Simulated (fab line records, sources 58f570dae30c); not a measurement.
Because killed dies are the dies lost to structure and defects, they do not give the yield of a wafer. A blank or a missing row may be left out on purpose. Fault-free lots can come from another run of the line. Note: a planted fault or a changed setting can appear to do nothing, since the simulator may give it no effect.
fab line records -- flow berkeleyCmos170 -- part 1 of 2: steps 1 to 39 of 43
record lots=7, wafers=21, lastDay=12
route steps=331 shown M2@277 V2@292 M3@309
lots untouched by any fault: they come from a run of this same line in which no faults occurred
startH: the number of hours between the record's first day and the start of the first shown wafer of the lot -- waitH: hours since the lot's step before -- " identical to the entry in the row above -- L1.1+2: one row covering several wafers at once -- - no value, or no start was given -- * or withheld: withheld -- < > ~ a bound
route shown NAME@n: a module of which the file shows steps, and the number in the route of the first -- usual: the fault-free wafers' mean and standard deviation -- same: alike in all rows -- chamber/n: place in a boat -- sites: per-site readings -- _std_site: standard deviation across them -- _edge_site: the outer-site mean with the inner-site mean subtracted -- radiusMm: how far each site lies from the wafer's centre -- mask NAME#n: copy n -- behind: the last tool/chamber to shape the wafer -- hold: why the lot went on hold/how many hours it stayed there/how the hold came to an end -- device: whichever transistor did not switch (one of n, p or np) -- end of line: the tests these same wafers got at the end of their route -- a step with no rows: only its recipe -- killed: the dies lost at the first sort to structure and to defects; this is not the yield of the wafer -- map: per-die view of a wafer (x killed, . not killed, _ where there is no die)
set.NAME: setting as actually run; set.NAME@STEP: the setting as run at that earlier step -- model.NAME: the simulator's own value behind a step, which no gauge read
lots seen at some steps along the route; tables by step, rows by wafer
services: from which hour (startH, from the record's first day; less than 0 if before it) a tool's chamber was out of use, for how many hours, and why
## steps
# step UCB170_M2_SOFTBAKE_06
# recipe resist=KrF, tempC=130, timeS=60
# step UCB170_M2_STRIP_07
# recipe chemistry=O2, powerW=400, pressureMtorr=3500, platenTempC=withheld, o2FlowSccm=400, overashFraction=0.5
# step UCB170_M2_STRIP_08
# recipe chemistry=DMSO, tempC=80, timeS=600, material=KrF
# step UCB170_M2_COAT_09
# recipe resist=BARC, tempC=withheld, timeS=withheld, spinRpm=3000, resistThkNm=withheld
# step UCB170_M2_COAT_10
# recipe resist=KrF, spinRpm=1500, resistThkNm=900
# step UCB170_M2_SOFTBAKE_11
# recipe resist=KrF, tempC=130, timeS=60
# step UCB170_M2_EXPOSE_12
# recipe maskId=METAL2, targetCdNm=700, na=0.5, sigmaOuter=0.6, sourceShape=conventional, doseMj=26
# step UCB170_M2_PEB_13
# recipe pebTempC=130, pebTimeS=withheld, resist=KrF
# step UCB170_M2_DEVELOP_14
# recipe developer=TMAH, developTimeS=45, resist=KrF, devTempC=21
# step UCB170_M2_CD_MEAS_15
# recipe targetCdNm=700
# usual cdNm=699.9/1.7
lot.wafer,tool,chamber,startH,waitH,cdNm
L215.2,cdSem-02,-,185.66,-,699.6
L215.3,cdSem-02,-,185.66,-,699.9
L215.4,cdSem-02,-,185.66,-,698.2
L214.3,cdSem-01,-,188.49,-,699.3
L214.4,cdSem-01,-,188.49,-,698.1
L214.6,cdSem-01,-,188.49,-,699.1
L219.3,cdSem-01,-,217.56,-,701.3
L219.4,cdSem-01,-,217.56,-,700.1
L219.5,cdSem-01,-,217.56,-,700.6
L223.2,cdSem-01,-,218.31,-,700.2
L223.3,cdSem-01,-,218.31,-,700.9
L223.4,cdSem-01,-,218.31,-,700.1
L224.2,cdSem-02,-,229.92,-,701.7
L224.4,cdSem-02,-,229.92,-,701.0
L224.6,cdSem-02,-,229.92,-,701.0
L236.3,cdSem-02,-,277.86,-,698.6
L236.5,cdSem-02,-,277.86,-,698.8
L236.6,cdSem-02,-,277.86,-,698.2
L237.1,cdSem-02,-,281.38,-,700.6
L237.2,cdSem-02,-,281.38,-,701.1
L237.5,cdSem-02,-,281.38,-,701.5
# step UCB170_M2_OVL_MEAS_16
# usual M2_OVL=1/5.8
lot.wafer,tool,chamber,startH,waitH,M2_OVL[nm]
L215.2,overlay-01,-,185.77,0.1,4
L215.3,overlay-01,-,185.77,0.1,6
L215.4,overlay-01,-,185.77,0.1,1
L214.3,overlay-02,-,188.59,0.1,-8
L214.4,overlay-02,-,188.59,0.1,-6
L214.6,overlay-02,-,188.59,0.1,-1
L219.3,overlay-02,-,217.65,0.1,-3
L219.4,overlay-02,-,217.65,0.1,-1
L219.5,overlay-02,-,217.65,0.1,-6
L223.2,overlay-01,-,218.42,0.1,10
L223.3,overlay-01,-,218.42,0.1,-1
L223.4,overlay-01,-,218.42,0.1,9
L224.2,overlay-02,-,230.02,0.1,-2
L224.4,overlay-02,-,230.02,0.1,-3
L224.6,overlay-02,-,230.02,0.1,5
L236.3,overlay-01,-,277.95,0.1,4
L236.5,overlay-01,-,277.95,0.1,-4
L236.6,overlay-01,-,277.95,0.1,9
L237.1,overlay-02,-,281.50,0.1,17
L237.2,overlay-02,-,281.50,0.1,13
L237.5,overlay-02,-,281.50,0.1,13
# step UCB170_M2_ETCH_17
# recipe chemistry=N2/H2, targetDepthA=withheld, overetchA=withheld, target=BARC, timeS=withheld, sourceW=500, biasW=100, pressureMtorr=30, n2FlowSccm=100, h2FlowSccm=200
# step UCB170_M2_METAL_ETCH_18
# recipe chemistry=Cl2/BCl3, target=Al, stopOn=SiO2, pressureMtorr=12, targetDepthA=11700, overEtchFrac=0.3, timeS=195, icpW=600, biasW=120, Cl2_flow_sccm=90, bcl3FlowSccm=45
# usual biasW=120.0/0.33, chamberPressureMTorr=11.998/0.0095, drypumpMotorCurrentA=5.99/0.19, oesProductAu=0.871/0.011, throttleValvePct=24.28/0.23
lot.wafer,tool,chamber,startH,waitH,biasW,chamberPressureMTorr,drypumpMotorCurrentA,oesProductAu,rfHoursCounterH,throttleValvePct
L215.2,rieMetal-03,1,185.84,-,120.3,11.992,5.88,0.854,11.7,24.57
L215.3,rieMetal-03,0,185.84,-,120.4,12.000,5.66,0.867,-,24.09
L215.4,rieMetal-03,1,185.84,-,119.6,12.005,5.88,0.870,-,24.58
L214.3,rieMetal-04,0,188.71,-,120.0,12.022,6.14,0.866,-,23.84
L214.4,rieMetal-04,1,188.71,-,120.0,11.987,5.98,0.862,-,24.35
L214.6,rieMetal-04,1,188.71,-,120.5,11.999,5.96,0.857,-,24.33
L219.3,rieMetal-03,0,217.78,-,119.6,12.011,5.68,0.880,-,24.07
L219.4,rieMetal-03,1,217.78,-,119.6,11.992,5.91,0.859,-,24.57
L219.5,rieMetal-03,1,217.78,-,119.2,11.993,5.89,0.860,-,24.57
L223.2,rieMetal-03,1,218.49,-,119.7,11.988,5.89,0.851,12.8,24.58
L223.3,rieMetal-03,1,218.49,-,120.2,11.987,5.91,0.860,-,24.56
L223.4,rieMetal-03,0,218.49,-,119.9,11.989,5.67,0.868,-,24.07
L224.2,rieMetal-03,1,230.09,-,120.5,11.990,5.89,0.856,13.4,24.56
L224.4,rieMetal-03,1,230.09,-,120.4,11.992,5.89,0.862,-,24.58
L224.6,rieMetal-03,0,230.09,-,120.6,12.006,5.65,0.862,-,24.08
L236.3,rieMetal-02,0,278.08,-,120.3,12.005,6.29,0.880,-,24.40
L236.5,rieMetal-02,1,278.08,-,120.2,12.020,6.07,0.870,-,24.35
L236.6,rieMetal-02,0,278.08,-,119.7,11.995,6.28,0.885,-,24.42
L237.1,rieMetal-02,1,281.58,-,120.1,11.979,6.06,0.881,11.6,24.33
L237.2,rieMetal-02,0,281.58,-,119.8,11.987,6.26,0.884,10.0,24.41
L237.5,rieMetal-02,1,281.58,-,120.0,11.989,6.06,0.879,-,24.34
# step UCB170_M2_STRIP_19
# recipe chemistry=O2, powerW=400, pressureMtorr=3500, platenTempC=withheld, o2FlowSccm=400, overashFraction=0.5
# usual chamberPressureMTorr=3499/3.4, drypumpMotorCurrentA=5.6/0.39, oesProductAu=0.539/0.017
lot.wafer,tool,chamber,startH,waitH,chamberPressureMTorr,drypumpMotorCurrentA,oesProductAu,rfHoursCounterH
L215.2,plasmaAsher-03,1,186.03,0.1,3496,5.4,0.526,42
L215.3,plasmaAsher-03,1,186.03,0.1,3502,5.4,0.524,-
L215.4,plasmaAsher-03,0,186.03,0.1,3500,5.3,0.523,-
L214.3,plasmaAsher-02,1,188.87,0.1,3495,6.4,0.525,-
L214.4,plasmaAsher-02,0,188.87,0.1,3497,5.8,0.514,-
L214.6,plasmaAsher-02,1,188.87,0.1,3505,6.4,0.513,-
L219.3,plasmaAsher-04,1,217.94,0.1,3501,5.3,0.528,-
L219.4,plasmaAsher-04,0,217.94,0.1,3503,5.6,0.533,-
L219.5,plasmaAsher-04,0,217.94,0.1,3504,5.6,0.538,-
L223.2,plasmaAsher-04,1,218.68,0.1,3502,5.2,0.539,50
L223.3,plasmaAsher-04,1,218.68,0.1,3495,5.3,0.532,-
L223.4,plasmaAsher-04,0,218.68,0.1,3496,5.6,0.519,-
L224.2,plasmaAsher-02,0,230.28,0.1,3504,5.8,0.532,50
L224.4,plasmaAsher-02,0,230.28,0.1,3502,5.8,0.537,-
L224.6,plasmaAsher-02,0,230.28,0.1,3502,5.8,0.533,-
L236.3,plasmaAsher-03,0,278.24,0.1,3499,5.3,0.557,-
L236.5,plasmaAsher-03,0,278.24,0.1,3497,5.3,0.574,-
L236.6,plasmaAsher-03,1,278.24,0.1,3502,5.4,0.548,-
L237.1,plasmaAsher-02,1,281.76,0.1,3496,6.4,0.576,54
L237.2,plasmaAsher-02,0,281.76,0.1,3502,5.8,0.558,54
L237.5,plasmaAsher-02,1,281.76,0.1,3496,6.4,0.570,-
# step UCB170_M2_CD_MEAS_90
# recipe targetCdNm=700
# usual cdNm=700.6/2.5
lot.wafer,tool,chamber,startH,waitH,cdNm
L215.2,cdSem-02,-,186.15,0.1,702.3
L215.3,cdSem-02,-,186.15,0.1,700.4
L215.4,cdSem-02,-,186.15,0.1,701.4
L214.3,cdSem-01,-,188.98,0.1,697.3
L214.4,cdSem-01,-,188.98,0.1,696.2
L214.6,cdSem-01,-,188.98,0.1,697.0
L219.3,cdSem-01,-,218.05,0.1,696.8
L219.4,cdSem-01,-,218.05,0.1,696.5
L219.5,cdSem-01,-,218.05,0.1,697.0
L223.2,cdSem-01,-,218.80,0.1,699.9
L223.3,cdSem-01,-,218.80,0.1,699.7
L223.4,cdSem-01,-,218.80,0.1,702.9
L224.2,cdSem-01,-,230.40,0.1,702.6
L224.4,cdSem-01,-,230.40,0.1,702.8
L224.6,cdSem-01,-,230.40,0.1,704.5
L236.3,cdSem-02,-,278.40,0.1,700.8
L236.5,cdSem-02,-,278.40,0.1,698.4
L236.6,cdSem-02,-,278.40,0.1,701.0
L237.1,cdSem-01,-,281.86,0.1,701.9
L237.2,cdSem-01,-,281.86,0.1,704.3
L237.5,cdSem-01,-,281.86,0.1,701.9
# step UCB170_V2_CVD_00
# recipe material=SiO2, targetThkNm=2000, tempC=390, precursor=TEOS/O2, timeS=250, rfW=550, pressureMtorr=9000
# step UCB170_V2_THK_MEAS_01
# recipe reads=SiO2_of_V2_CVD_00
# usual V2_TEOS_THK=1999/23
lot.wafer,tool,chamber,startH,waitH,V2_TEOS_THK[nm]
L215.2,filmMetro-02,-,186.41,0.1,1977
L215.3,filmMetro-02,-,186.41,0.1,2003
L215.4,filmMetro-02,-,186.41,0.1,2009
L214.3,filmMetro-03,-,189.24,0.1,2009
L214.4,filmMetro-03,-,189.24,0.1,1997
L214.6,filmMetro-03,-,189.24,0.1,2019
L219.3,filmMetro-02,-,218.31,0.1,1976
L219.4,filmMetro-02,-,218.31,0.1,2032
L219.5,filmMetro-02,-,218.31,0.1,2026
L223.2,filmMetro-03,-,219.06,0.1,1959
L223.3,filmMetro-03,-,219.06,0.1,1967
L223.4,filmMetro-03,-,219.06,0.1,1990
L224.2,filmMetro-02,-,230.67,0.1,1992
L224.4,filmMetro-02,-,230.67,0.1,2016
L224.6,filmMetro-02,-,230.67,0.1,2026
L236.3,filmMetro-02,-,278.66,0.1,1975
L236.5,filmMetro-02,-,278.66,0.1,2020
L236.6,filmMetro-02,-,278.66,0.1,1997
L237.1,filmMetro-04,-,282.14,0.1,2022
L237.2,filmMetro-04,-,282.14,0.1,1986
L237.5,filmMetro-04,-,282.14,0.1,2026
# step UCB170_V2_CMP_02
# recipe material=SiO2, downForcePsi=6, platenRpm=60, padVelocityMS=0.75398
# usual motorCurrentA=15.3/0.97, retainingRingPressureFrac=1.000/0.0051
lot.wafer,tool,chamber,startH,waitH,motorCurrentA,retainingRingPressureFrac
L215.4,cmp-01,1,186.46,0.0,15.4,0.997
L215.2,cmp-01,2,186.46,0.0,15.7,1.000
L215.3,cmp-01,3,186.46,0.0,16.5,0.999
L214.3,cmp-01,0,189.33,0.1,14.4,1.000
L214.4,cmp-01,2,189.33,0.1,16.0,1.003
L214.6,cmp-01,0,189.33,0.1,15.1,1.000
L219.4,cmp-02,1,218.35,0.0,16.9,0.999
L219.3,cmp-02,2,218.35,0.0,14.2,1.005
L219.5,cmp-02,1,218.35,0.0,15.4,0.993
L223.2,cmp-01,1,219.11,0.0,14.6,1.009
L223.4,cmp-01,2,219.11,0.0,14.4,1.002
L223.3,cmp-01,0,219.11,0.0,14.6,0.993
L224.4,cmp-01,2,230.77,0.1,15.0,1.007
L224.2,cmp-01,3,230.77,0.1,16.4,1.004
L224.6,cmp-01,1,230.77,0.1,15.5,0.998
L236.3,cmp-02,1,278.75,0.1,16.2,1.000
L236.6,cmp-02,0,278.75,0.1,13.9,1.001
L236.5,cmp-02,1,278.75,0.1,17.0,1.000
L237.1,cmp-02,0,282.30,0.1,13.9,0.995
L237.2,cmp-02,1,282.30,0.1,15.8,0.999
L237.5,cmp-02,3,282.30,0.1,15.9,1.004
# step UCB170_V2_BOW_MEAS_03
# recipe mode=bow
# usual V2_BOW=38/6.8
lot.wafer,tool,chamber,startH,waitH,V2_BOW[um]
L215.2,filmMetro-04,-,186.78,0.2,34
L215.3,filmMetro-04,-,186.78,0.2,32
L215.4,filmMetro-04,-,186.78,0.2,35
L214.3,filmMetro-02,-,189.62,0.2,48
L214.4,filmMetro-02,-,189.62,0.2,40
L214.6,filmMetro-02,-,189.62,0.2,45
L219.3,filmMetro-02,-,218.69,0.2,34
L219.4,filmMetro-02,-,218.69,0.2,31
L219.5,filmMetro-02,-,218.69,0.2,39
L223.2,filmMetro-04,-,219.43,0.3,36
L223.3,filmMetro-04,-,219.43,0.3,44
L223.4,filmMetro-04,-,219.43,0.3,35
L224.2,filmMetro-04,-,231.04,0.2,24
L224.4,filmMetro-04,-,231.04,0.2,44
L224.6,filmMetro-04,-,231.04,0.2,33
L236.3,filmMetro-02,-,279.04,0.2,40
L236.5,filmMetro-02,-,279.04,0.2,43
L236.6,filmMetro-02,-,279.04,0.2,36
L237.1,filmMetro-02,-,282.50,0.1,26
L237.2,filmMetro-02,-,282.50,0.1,39
L237.5,filmMetro-02,-,282.50,0.1,42
# step UCB170_V2_THK_MEAS_04
# recipe reads=SiO2_of_V2_CVD_00
# usual V2_POLISHED_THK=999.9/1.2
lot.wafer,tool,chamber,startH,waitH,V2_POLISHED_THK[nm]
L215.2,filmMetro-04,-,186.89,0.1,1001.8
L215.3,filmMetro-04,-,186.89,0.1,1002.1
L215.4,filmMetro-04,-,186.89,0.1,1001.4
L214.3,filmMetro-02,-,189.72,0.1,1001.4
L214.4,filmMetro-02,-,189.72,0.1,1000.0
L214.6,filmMetro-02,-,189.72,0.1,1000.9
L219.3,filmMetro-02,-,218.79,0.1,1001.7
L219.4,filmMetro-02,-,218.79,0.1,1001.0
L219.5,filmMetro-02,-,218.79,0.1,1001.8
L223.2,filmMetro-04,-,219.54,0.1,1000.5
L223.3,filmMetro-04,-,219.54,0.1,1000.8
L223.4,filmMetro-04,-,219.54,0.1,999.9
L224.2,filmMetro-04,-,231.15,0.1,1002.5
L224.4,filmMetro-04,-,231.15,0.1,1001.3
L224.6,filmMetro-04,-,231.15,0.1,999.4
L236.3,filmMetro-02,-,279.14,0.1,999.9
L236.5,filmMetro-02,-,279.14,0.1,998.1
L236.6,filmMetro-02,-,279.14,0.1,998.8
L237.1,filmMetro-02,-,282.62,0.1,999.5
L237.2,filmMetro-02,-,282.62,0.1,998.5
L237.5,filmMetro-02,-,282.62,0.1,996.8
# step UCB170_V2_CLEAN_05
# recipe chemistry=DIW
# step UCB170_V2_HMDS_06
# recipe primeTimeS=60, primeTempC=100
# step UCB170_V2_COAT_07
# recipe resist=KrF, spinRpm=1500, resistThkNm=900
# step UCB170_V2_SOFTBAKE_08
# recipe resist=KrF, tempC=130, timeS=60
# step UCB170_V2_EXPOSE_09
# recipe maskId=VIA2, targetCdNm=700, na=0.5, sigmaOuter=0.6, sourceShape=conventional, doseMj=37
# step UCB170_V2_PEB_10
# recipe pebTempC=130, pebTimeS=withheld, resist=KrF
# step UCB170_V2_DEVELOP_11
# recipe developer=TMAH, developTimeS=45, resist=KrF, devTempC=21
# step UCB170_V2_CD_MEAS_12
# recipe targetCdNm=700
# usual cdNm=699.8/1.2
lot.wafer,tool,chamber,startH,waitH,cdNm
L215.2,cdSem-02,-,189.30,-,700.6
L215.3,cdSem-02,-,189.30,-,699.3
L215.4,cdSem-02,-,189.30,-,700.3
L214.3,cdSem-01,-,193.90,-,700.0
L214.4,cdSem-01,-,193.90,-,700.5
L214.6,cdSem-01,-,193.90,-,700.8
L219.3,cdSem-02,-,221.73,-,698.9
L219.4,cdSem-02,-,221.73,-,699.1
L219.5,cdSem-02,-,221.73,-,700.0
L223.2,cdSem-01,-,222.03,-,700.6
L223.3,cdSem-01,-,222.03,-,701.1
L223.4,cdSem-01,-,222.03,-,701.8
L224.2,cdSem-01,-,233.43,-,699.6
L224.4,cdSem-01,-,233.43,-,700.0
L224.6,cdSem-01,-,233.43,-,701.3
L236.3,cdSem-01,-,280.57,-,701.3
L236.5,cdSem-01,-,280.57,-,701.3
L236.6,cdSem-01,-,280.57,-,702.1
L237.1,cdSem-02,-,284.03,-,697.8
L237.2,cdSem-02,-,284.03,-,697.5
L237.5,cdSem-02,-,284.03,-,697.5
# step UCB170_V2_OVL_MEAS_13
# usual V2_OVL=1/6.4
lot.wafer,tool,chamber,startH,waitH,V2_OVL[nm]
L215.2,overlay-01,-,189.41,0.1,-14
L215.3,overlay-01,-,189.41,0.1,-5
L215.4,overlay-01,-,189.41,0.1,-10
L214.3,overlay-02,-,193.99,0.1,0
L214.4,overlay-02,-,193.99,0.1,3
L214.6,overlay-02,-,193.99,0.1,6
L219.3,overlay-02,-,221.82,0.1,-9
L219.4,overlay-02,-,221.82,0.1,0
L219.5,overlay-02,-,221.82,0.1,-4
L223.2,overlay-01,-,222.14,0.1,0
L223.3,overlay-01,-,222.14,0.1,2
L223.4,overlay-01,-,222.14,0.1,5
L224.2,overlay-02,-,233.53,0.1,6
L224.4,overlay-02,-,233.53,0.1,2
L224.6,overlay-02,-,233.53,0.1,0
L236.3,overlay-01,-,280.67,0.1,9
L236.5,overlay-01,-,280.67,0.1,3
L236.6,overlay-01,-,280.67,0.1,6
L237.1,overlay-02,-,284.15,0.1,0
L237.2,overlay-02,-,284.15,0.1,-2
L237.5,overlay-02,-,284.15,0.1,5
# step UCB170_V2_ETCH_14
# recipe chemistry=CHF3/CF4/Ar, target=SiO2, stopOn=Al, CHF3_flow_sccm=45, cf4FlowSccm=15, Ar_flow_sccm=150, pressureMtorr=200, rfW=700, targetDepthA=12500, overEtchFrac=0.25, timeS=291
# usual chamberPressureMTorr=200.00/0.21, drypumpMotorCurrentA=5.6/0.41, oesProductAu=0.871/0.013, throttleValvePct=7.01/0.074
lot.wafer,tool,chamber,startH,waitH,chamberPressureMTorr,drypumpMotorCurrentA,oesProductAu,rfHoursCounterH,throttleValvePct
L215.2,rieDiel-04,1,189.44,0.0,199.70,6.2,0.889,13,6.95
L215.3,rieDiel-04,2,189.44,0.0,199.97,5.9,0.857,10,7.09
L215.4,rieDiel-04,3,189.44,0.0,199.85,5.2,0.870,111,7.11
L214.3,rieDiel-01,0,194.02,0.0,200.23,5.7,0.869,25,7.01
L214.4,rieDiel-01,1,194.02,0.0,200.33,5.3,0.881,103,7.07
L214.6,rieDiel-01,2,194.02,0.0,200.09,5.2,0.871,-,6.96
L219.3,rieDiel-03,0,221.85,0.0,199.96,5.0,0.872,18,6.96
L219.4,rieDiel-03,2,221.85,0.0,199.60,5.1,0.882,122,7.07
L219.5,rieDiel-03,2,221.85,0.0,200.17,5.1,0.880,-,7.06
L223.2,rieDiel-03,3,222.17,0.0,199.77,5.7,0.866,57,6.82
L223.3,rieDiel-03,1,222.17,0.0,199.88,5.8,0.849,17,7.01
L223.4,rieDiel-03,0,222.17,0.0,200.06,5.0,0.865,18,6.95
L224.2,rieDiel-01,1,233.56,0.0,199.80,5.3,0.889,106,7.07
L224.4,rieDiel-01,2,233.56,0.0,200.07,5.2,0.876,64,6.96
L224.6,rieDiel-01,1,233.56,0.0,200.06,5.3,0.884,-,7.07
L236.3,rieDiel-04,3,280.69,0.0,200.19,5.3,0.855,116,7.13
L236.5,rieDiel-04,3,280.69,0.0,199.55,5.3,0.865,-,7.12
L236.6,rieDiel-04,2,280.69,0.0,200.11,5.9,0.851,-,7.10
L237.1,rieDiel-04,3,284.18,0.0,199.77,5.3,0.863,117,7.11
L237.2,rieDiel-04,0,284.18,0.0,200.19,6.2,0.858,26,7.05
L237.5,rieDiel-04,3,284.18,0.0,199.71,5.2,0.852,-,7.12
# step UCB170_V2_STRIP_15
# recipe chemistry=O2, powerW=400, pressureMtorr=3500, platenTempC=withheld, o2FlowSccm=400, overashFraction=0.5
# step UCB170_V2_CD_MEAS_90
# recipe targetCdNm=700
# usual cdNm=700.0/1.4
lot.wafer,tool,chamber,startH,waitH,cdNm
L215.2,cdSem-02,-,189.76,0.1,698.8
L215.3,cdSem-02,-,189.76,0.1,698.1
L215.4,cdSem-02,-,189.76,0.1,699.7
L214.3,cdSem-02,-,194.33,0.1,701.1
L214.4,cdSem-02,-,194.33,0.1,701.5
L214.6,cdSem-02,-,194.33,0.1,701.1
L219.3,cdSem-02,-,222.17,0.1,699.1
L219.4,cdSem-02,-,222.17,0.1,699.4
L219.5,cdSem-02,-,222.17,0.1,699.8
L223.2,cdSem-02,-,222.47,0.1,701.1
L223.3,cdSem-02,-,222.47,0.1,702.4
L223.4,cdSem-02,-,222.47,0.1,702.7
L224.2,cdSem-02,-,233.86,0.1,699.0
L224.4,cdSem-02,-,233.86,0.1,700.2
L224.6,cdSem-02,-,233.86,0.1,700.8
L236.3,cdSem-01,-,281.01,0.1,701.7
L236.5,cdSem-01,-,281.01,0.1,701.7
L236.6,cdSem-01,-,281.01,0.1,702.0
L237.1,cdSem-01,-,284.46,0.1,698.3
L237.2,cdSem-01,-,284.46,0.1,696.2
L237.5,cdSem-01,-,284.46,0.1,697.2
# step UCB170_M3_PRE_CLEAN_00
# recipe gas=Ar, precleanEtchTimeS=60
# step UCB170_M3_SPUTTER_01
# recipe material=Al, targetThkNm=900, timeS=120, powerW=6000, chamberPressurePa=0.5
# usual throttleValvePct=29.5/1.2
lot.wafer,tool,chamber,startH,waitH,throttleValvePct
L215.2,pvdSputter-01,-,189.93,0.0,31.7
L215.3,pvdSputter-01,-,189.93,0.0,28.3
L215.4,pvdSputter-01,-,189.93,0.0,30.5
L214.3,pvdSputter-03,-,194.48,0.0,28.5
L214.4,pvdSputter-03,-,194.48,0.0,31.6
L214.6,pvdSputter-03,-,194.48,0.0,29.1
L219.3,pvdSputter-01,-,222.31,0.0,28.3
L219.4,pvdSputter-01,-,222.31,0.0,31.4
L219.5,pvdSputter-01,-,222.31,0.0,31.1
L223.2,pvdSputter-01,-,222.64,0.0,31.3
L223.3,pvdSputter-01,-,222.64,0.0,30.3
L223.4,pvdSputter-01,-,222.64,0.0,30.6
L224.2,pvdSputter-03,-,234.03,0.0,29.3
L224.4,pvdSputter-03,-,234.03,0.0,29.1
L224.6,pvdSputter-03,-,234.03,0.0,29.5
L236.3,pvdSputter-02,-,281.16,0.0,28.9
L236.5,pvdSputter-02,-,281.16,0.0,30.5
L236.6,pvdSputter-02,-,281.16,0.0,28.5
L237.1,pvdSputter-01,-,284.65,0.0,30.2
L237.2,pvdSputter-01,-,284.65,0.0,30.6
L237.5,pvdSputter-01,-,284.65,0.0,31.5
# step UCB170_M3_RS_MEAS_02
# recipe thkMeasGauge=four-point-probe, reads=Al_of_M3_SPUTTER_01
# usual M3_AL_RS=0.0322/0.00032
lot.wafer,tool,chamber,startH,waitH,M3_AL_RS[ohm/sq]
L215.2,filmMetro-02,-,190.03,0.1,0.0325
L215.3,filmMetro-02,-,190.03,0.1,0.0326
L215.4,filmMetro-02,-,190.03,0.1,0.0321
L214.3,filmMetro-02,-,194.60,0.1,0.0314
L214.4,filmMetro-02,-,194.60,0.1,0.0323
L214.6,filmMetro-02,-,194.60,0.1,0.0319
L219.3,filmMetro-04,-,222.44,0.1,0.0324
L219.4,filmMetro-04,-,222.44,0.1,0.0324
L219.5,filmMetro-04,-,222.44,0.1,0.0316
L223.2,filmMetro-01,-,222.74,0.1,0.0316
L223.3,filmMetro-01,-,222.74,0.1,0.0316
L223.4,filmMetro-01,-,222.74,0.1,0.0314
L224.2,filmMetro-02,-,234.13,0.1,0.0317
L224.4,filmMetro-02,-,234.13,0.1,0.0319
L224.6,filmMetro-02,-,234.13,0.1,0.0319
L236.3,filmMetro-01,-,281.28,0.1,0.0324
L236.5,filmMetro-01,-,281.28,0.1,0.0327
L236.6,filmMetro-01,-,281.28,0.1,0.0326
L237.1,filmMetro-04,-,284.73,0.0,0.0319
L237.2,filmMetro-04,-,284.73,0.0,0.0316
L237.5,filmMetro-04,-,284.73,0.0,0.0322
# step UCB170_M3_THK_MEAS_03
# recipe thkMeasGauge=xrf, reads=Al_of_M3_SPUTTER_01
# usual M3_AL_THK=912/9.7
lot.wafer,tool,chamber,startH,waitH,M3_AL_THK[nm]
L215.2,filmMetro-02,-,190.14,0.1,905
L215.3,filmMetro-02,-,190.14,0.1,900
L215.4,filmMetro-02,-,190.14,0.1,910
L214.3,filmMetro-02,-,194.70,0.1,938
L214.4,filmMetro-02,-,194.70,0.1,915
L214.6,filmMetro-02,-,194.70,0.1,926
L219.3,filmMetro-04,-,222.54,0.1,903
L219.4,filmMetro-04,-,222.54,0.1,908
L219.5,filmMetro-04,-,222.54,0.1,932
L223.2,filmMetro-01,-,222.85,0.1,926
L223.3,filmMetro-01,-,222.85,0.1,923
L223.4,filmMetro-01,-,222.85,0.1,935
L224.2,filmMetro-02,-,234.24,0.1,922
L224.4,filmMetro-02,-,234.24,0.1,917
L224.6,filmMetro-02,-,234.24,0.1,922
L236.3,filmMetro-01,-,281.38,0.1,908
L236.5,filmMetro-01,-,281.38,0.1,899
L236.6,filmMetro-01,-,281.38,0.1,902
L237.1,filmMetro-04,-,284.85,0.1,919
L237.2,filmMetro-04,-,284.85,0.1,926
L237.5,filmMetro-04,-,284.85,0.1,912
# step UCB170_M3_HMDS_04
# recipe primeTimeS=60, primeTempC=100
# step UCB170_M3_COAT_05
# recipe resist=KrF, spinRpm=1500, resistThkNm=900
# step UCB170_M3_SOFTBAKE_06
# recipe resist=KrF, tempC=130, timeS=60
